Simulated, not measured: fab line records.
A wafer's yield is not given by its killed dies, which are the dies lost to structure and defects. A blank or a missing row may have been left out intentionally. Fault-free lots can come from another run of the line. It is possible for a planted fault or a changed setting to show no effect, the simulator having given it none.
fab line records -- flow rit_cmos
[record] lots = 14, wafers = 42, last_day = 7
route steps=202 shown M1@192
lots untouched by any fault: they come from a run of this same line in which no faults occurred
start_h: hours from the record's opening day to when the first of the lot's shown wafers began -- wait_h: hours from the lot's prior step to this one -- " the same as in the row above -- L1.1+2: several wafers, shown together as one row -- - no value, or no start given -- * or withheld: withheld -- < > ~ a bound
route shown NAME@n: a module of which the file shows steps, and the number in the route of the first -- usual: mean/standard deviation taken from wafers without a fault -- same: alike in all rows -- chamber/n: place in a boat -- sites: per-site readings -- _std_site: standard deviation of those values -- _edge_site: inner sites' mean taken away from outer sites' mean -- radius_mm: for every site, how far away it sits from the centre of the wafer -- mask NAME#n: copy n -- behind: the most recent tool/chamber to have shaped the wafer -- hold: reason for holding the lot/hours on hold/outcome of the hold -- device: transistor that didn't switch, given as n, p or np -- end of line: the same wafers' tests at the end of the route -- a step given without rows: its recipe and nothing more -- killed: the dies lost at the first sort to structure and to defects; this is not the yield of the wafer -- map: per-die view of a wafer (x killed, . not killed, _ where there is no die)
set.NAME: setting as actually run; set.NAME@STEP: the setting as run at that earlier step -- model.NAME: the simulator's own value behind a step, which no gauge read
route steps across a sampled set of lots; one table per step, one row per wafer
[[steps]]
[step RIT_M1_DEVELOP_08]
[recipe] resist = NOVOLAK, develop_time_s = 68, dev_temp_c = 23
[usual] resist_line_temp_C = 23.00/0.1
lot.wafer,tool,chamber,start_h,wait_h,resist_line_temp_C
L316.3,litho_track-02,0,65,-,22.90
L316.5,litho_track-02,0,65,-,22.84
L316.6,litho_track-02,0,65,-,22.82
L317.1,litho_track-03,0,70,-,23.12
L317.3,litho_track-03,0,71,-,23.04
L317.6,litho_track-03,0,71,-,23.14
L318.1,litho_track-03,0,74,-,23.04
L318.2,litho_track-03,0,74,-,22.86
L318.5,litho_track-03,0,74,-,22.92
L319.3,litho_track-04,0,77,-,23.01
L319.4,litho_track-04,0,77,-,23.03
L319.6,litho_track-04,0,77,-,23.00
L321.3,litho_track-02,0,94,-,23.16
L321.5,litho_track-02,0,94,-,22.92
L321.6,litho_track-02,0,94,-,23.00
L322.1,litho_track-03,0,102,-,23.11
L322.2,litho_track-03,0,102,-,23.10
L322.6,litho_track-03,0,102,-,22.91
L323.1,litho_track-04,0,103,-,22.91
L323.3,litho_track-04,0,103,-,23.06
L323.5,litho_track-04,0,103,-,23.07
L324.2,litho_track-02,0,107,-,23.02
L324.4,litho_track-02,0,107,-,23.08
L324.5,litho_track-02,0,107,-,23.10
L325.3,litho_track-02,0,114,-,23.04
L325.5,litho_track-02,0,114,-,23.03
L325.6,litho_track-02,0,114,-,22.97
L331.1,litho_track-04,0,153,-,23.20
L331.3,litho_track-04,0,153,-,22.91
L331.5,litho_track-04,0,153,-,23.20
L332.1,litho_track-03,0,163,-,22.88
L332.3,litho_track-03,0,163,-,23.00
L332.6,litho_track-03,0,163,-,22.98
L334.1,litho_track-03,0,163,-,23.09
L334.4,litho_track-03,0,163,-,23.12
L334.6,litho_track-03,0,164,-,22.94
L333.2,litho_track-04,0,163,-,23.14
L333.3,litho_track-04,0,164,-,22.98
L333.5,litho_track-04,0,164,-,23.15
L337.2,litho_track-02,0,174,-,23.28
L337.3,litho_track-02,0,174,-,22.91
L337.4,litho_track-02,0,174,-,22.91
[step RIT_M1_CD_MEAS_09]
[recipe] target_cd_nm = 2600
[usual] cd_nm = 2600.0/2.5
lot.wafer,tool,chamber,start_h,wait_h,cd_nm
L316.3,cd_sem-02,-,65.73,-,2594.7
L316.5,cd_sem-02,-,65.73,-,2596.7
L316.6,cd_sem-02,-,65.73,-,2598.2
L317.1,cd_sem-02,-,71.13,-,2600.5
L317.3,cd_sem-02,-,71.13,-,2602.1
L317.6,cd_sem-02,-,71.13,-,2601.0
L318.1,cd_sem-02,-,74.85,-,2597.3
L318.2,cd_sem-02,-,74.85,-,2596.7
L318.5,cd_sem-02,-,74.85,-,2597.3
L319.3,cd_sem-02,-,77.61,-,2598.4
L319.4,cd_sem-02,-,77.61,-,2600.1
L319.6,cd_sem-02,-,77.61,-,2598.1
L321.3,cd_sem-02,-,94.95,-,2604.1
L321.5,cd_sem-02,-,94.95,-,2603.0
L321.6,cd_sem-02,-,94.95,-,2604.1
L322.1,cd_sem-02,-,103.01,-,2597.6
L322.2,cd_sem-02,-,103.01,-,2597.9
L322.6,cd_sem-02,-,103.01,-,2598.9
L323.1,cd_sem-02,-,103.25,-,2599.5
L323.3,cd_sem-02,-,103.25,-,2599.9
L323.5,cd_sem-02,-,103.25,-,2599.8
L324.2,cd_sem-02,-,107.86,-,2598.8
L324.4,cd_sem-02,-,107.86,-,2597.1
L324.5,cd_sem-02,-,107.86,-,2596.9
L325.3,cd_sem-02,-,115.05,-,2601.8
L325.5,cd_sem-02,-,115.05,-,2601.2
L325.6,cd_sem-02,-,115.05,-,2601.4
L331.1,cd_sem-02,-,153.83,-,2598.8
L331.3,cd_sem-02,-,153.83,-,2598.0
L331.5,cd_sem-02,-,153.83,-,2597.4
L332.1,cd_sem-01,-,163.76,-,2579.4
L332.3,cd_sem-01,-,163.76,-,2581.0
L332.6,cd_sem-01,-,163.76,-,2579.5
L334.1,cd_sem-02,-,164.08,-,2576.4
L334.4,cd_sem-02,-,164.08,-,2577.7
L334.6,cd_sem-02,-,164.08,-,2577.3
L333.2,cd_sem-01,-,164.14,-,2599.1
L333.3,cd_sem-01,-,164.14,-,2599.6
L333.5,cd_sem-01,-,164.14,-,2601.1
L337.2,cd_sem-02,-,175.07,-,2603.1
L337.3,cd_sem-02,-,175.07,-,2604.7
L337.4,cd_sem-02,-,175.07,-,2603.1
[step RIT_M1_PROBE_99]
[usual] defect_limited_yield = 97.3/1.1, killed_at_contacts = 0.1/0.28, killed_at_front_end = 7.1/2.8, killed_dies = 7.1/2.9, killed_open = 3.4/2, killed_short = 3.6/2.1, sort_bin_3_pad_short = 0.1/0.21, sort_bin_5_function = 1.5/0.85, sort_bin_6_memory = 1.0/0.65, sort_n_pass = 256.9/2.9, sort_yield_pct = 97.3/1.1
[same] gross_dies = 264, killed_at_M0_to_M3 = 0, killed_at_M4_up = 0, killed_at_back_side = 0, killed_at_other = 0
lot.wafer,tool,chamber,start_h,wait_h,defect_limited_yield[%],killed_at_contacts,killed_at_front_end,killed_dies,killed_open,killed_short,sort_bin_3_pad_short[%],sort_bin_5_function[%],sort_bin_6_memory[%],sort_n_pass,sort_yield_pct[%]
L316.3,prober-02,-,68.45,0.2,97.7,0,6,6,4,2,0,1.5,0.8,258.0,97.7
L316.5,prober-02,-,68.55,0.2,97.0,1,7,8,6,2,0,1.5,1.5,256.0,97.0
L316.6,prober-02,-,68.60,0.2,97.0,0,8,8,8,0,0,1.9,1.1,256.0,97.0
L321.3,prober-01,-,97.67,0.2,97.0,0,8,8,3,5,0,2.3,0.8,256.0,97.0
L321.5,prober-01,-,97.77,0.2,98.9,0,3,3,2,1,0.4,0.4,0.4,261.0,98.9
L321.6,prober-01,-,97.82,0.2,97.0,0,8,8,5,3,0.4,1.9,0.8,256.0,97.0
L322.1,prober-02,-,105.67,0.1,97.3,0,7,7,3,4,0.4,1.9,0.4,257.0,97.3
L322.2,prober-02,-,105.72,0.1,97.3,0,7,7,3,4,0,1.1,1.5,257.0,97.3
L322.6,prober-02,-,105.92,0.2,96.2,0,10,10,4,6,0,2.3,1.5,254.0,96.2
L324.2,prober-02,-,110.55,0.1,98.1,0,5,5,1,2,0,0.8,1.1,259.0,98.1
L324.4,prober-02,-,110.65,0.2,98.9,0,3,3,1,0,0,0,1.1,261.0,98.9
L324.5,prober-02,-,110.70,0.2,97.0,0,8,8,3,5,0,2.7,0.4,256.0,97.0
L325.3,prober-01,-,118.97,0.2,97.0,0,8,8,1,6,0,2.3,0.8,256.0,97.0
L325.5,prober-01,-,119.07,0.2,98.5,1,3,4,1,1,0,0.8,0.8,260.0,98.5
L325.6,prober-01,-,119.12,0.2,97.0,0,8,8,5,2,0,1.9,1.1,256.0,97.0
L332.1,prober-02,-,166.60,0.1,98.5,0,4,4,4,0,0,1.5,0,260.0,98.5
L332.3,prober-02,-,166.70,0.2,97.7,0,6,6,2,4,0,0.8,1.5,258.0,97.7
L332.6,prober-02,-,166.85,0.2,98.5,0,4,4,2,2,0.4,0.8,0.4,260.0,98.5
// killed by level:class
L316.3 GATE:geometric_particle:open=2 FOX1:geometric_particle:open=1 GATE:geometric_particle:short=1 SPACER:geometric_particle:open=1 SILICIDE:geometric_particle:short=1
L316.5 FOX1:geometric_particle:open=2 GATE:geometric_particle:open=2 GATE:geometric_particle:short=1 REOX:geometric_particle:short=1 SPACER:geometric_particle:open=1 CONTACT:geometric_particle:open=1
L316.6 GATE:geometric_particle:open=4 FOX1:geometric_particle:open=1 FOX2:geometric_particle:open=1 REOX:geometric_particle:open=1 SILICIDE:geometric_particle:open=1
L321.3 FOX1:geometric_particle:short=3 REOX:geometric_particle:open=2 FOX2:geometric_particle:short=1 SPACER:geometric_particle:open=1 SILICIDE:geometric_particle:short=1
L321.5 GATE:geometric_particle:open=2 REOX:geometric_particle:short=1
L321.6 SPACER:geometric_particle:open=3 REOX:geometric_particle:short=2 FOX1:geometric_particle:open=1 GATE:geometric_particle:open=1 SPACER:geometric_particle:short=1
L322.1 GATE:geometric_particle:short=3 GATE:geometric_particle:open=3 REOX:geometric_particle:short=1
L322.2 GATE:geometric_particle:short=3 FOX2:geometric_particle:short=1 GATE:geometric_particle:open=1 SPACER:geometric_particle:open=1 SILICIDE:geometric_particle:open=1
L322.6 GATE:geometric_particle:short=2 GATE:geometric_particle:open=2 FOX1:geometric_particle:short=1 FOX1:geometric_particle:open=1 FOX2:geometric_particle:short=1 REOX:geometric_particle:short=1 SPACER:geometric_particle:short=1 SILICIDE:geometric_particle:open=1
L324.2 NRETRO:coat_microbubble_printed=2 GATE:geometric_particle:short=1 SILICIDE:geometric_particle:open=1 SILICIDE:geometric_particle:short=1
L324.4 NRETRO:coat_microbubble_printed=2 FOX2:geometric_particle:open=1
L324.5 GATE:geometric_particle:short=3 FOX1:geometric_particle:short=2 SPACER:geometric_particle:open=2 SILICIDE:geometric_particle:open=1
L325.3 FOX2:geometric_particle:short=2 SPACER:geometric_particle:short=2 FOX1:geometric_particle:short=1 GATE:geometric_particle:short=1 SILICIDE:geometric_particle:open=1 NSD:coat_microbubble_printed=1
L325.5 NSD:coat_microbubble_printed=2 SPACER:geometric_particle:open=1 CONTACT:geometric_particle:short=1
L325.6 FOX1:geometric_particle:open=2 FOX2:geometric_particle:open=1 REOX:geometric_particle:open=1 REOX:geometric_particle:short=1 SPACER:geometric_particle:open=1 SPACER:geometric_particle:short=1 NSD:coat_microbubble_printed=1
L332.1 FOX1:geometric_particle:open=2 GATE:geometric_particle:open=1 REOX:geometric_particle:open=1
L332.3 SILICIDE:geometric_particle:short=2 GATE:geometric_particle:open=1 GATE:geometric_particle:short=1 REOX:geometric_particle:short=1 SILICIDE:geometric_particle:open=1
L332.6 SILICIDE:geometric_particle:open=2 FOX1:geometric_particle:short=1 GATE:geometric_particle:short=1
[[key]]
[first_sign] step = RIT_M1_CD_MEAS_09, reading = cd_nm, direction = down, sigmas = 8.7, usual = 2600.0, struck = 2578.5
effect none on later readings
met_at RIT_M1_DEVELOP_08
struck_lots L332,L334
onset_between 102 163
[fault] kind = process_parameter_drift, tool = litho_track-03, chamber = -, onset_h = 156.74, steps = RIT_M1_DEVELOP_08, channel = develop_time_s, offset = *, shape = step, end_h = 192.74, acts_in = *, stated = *
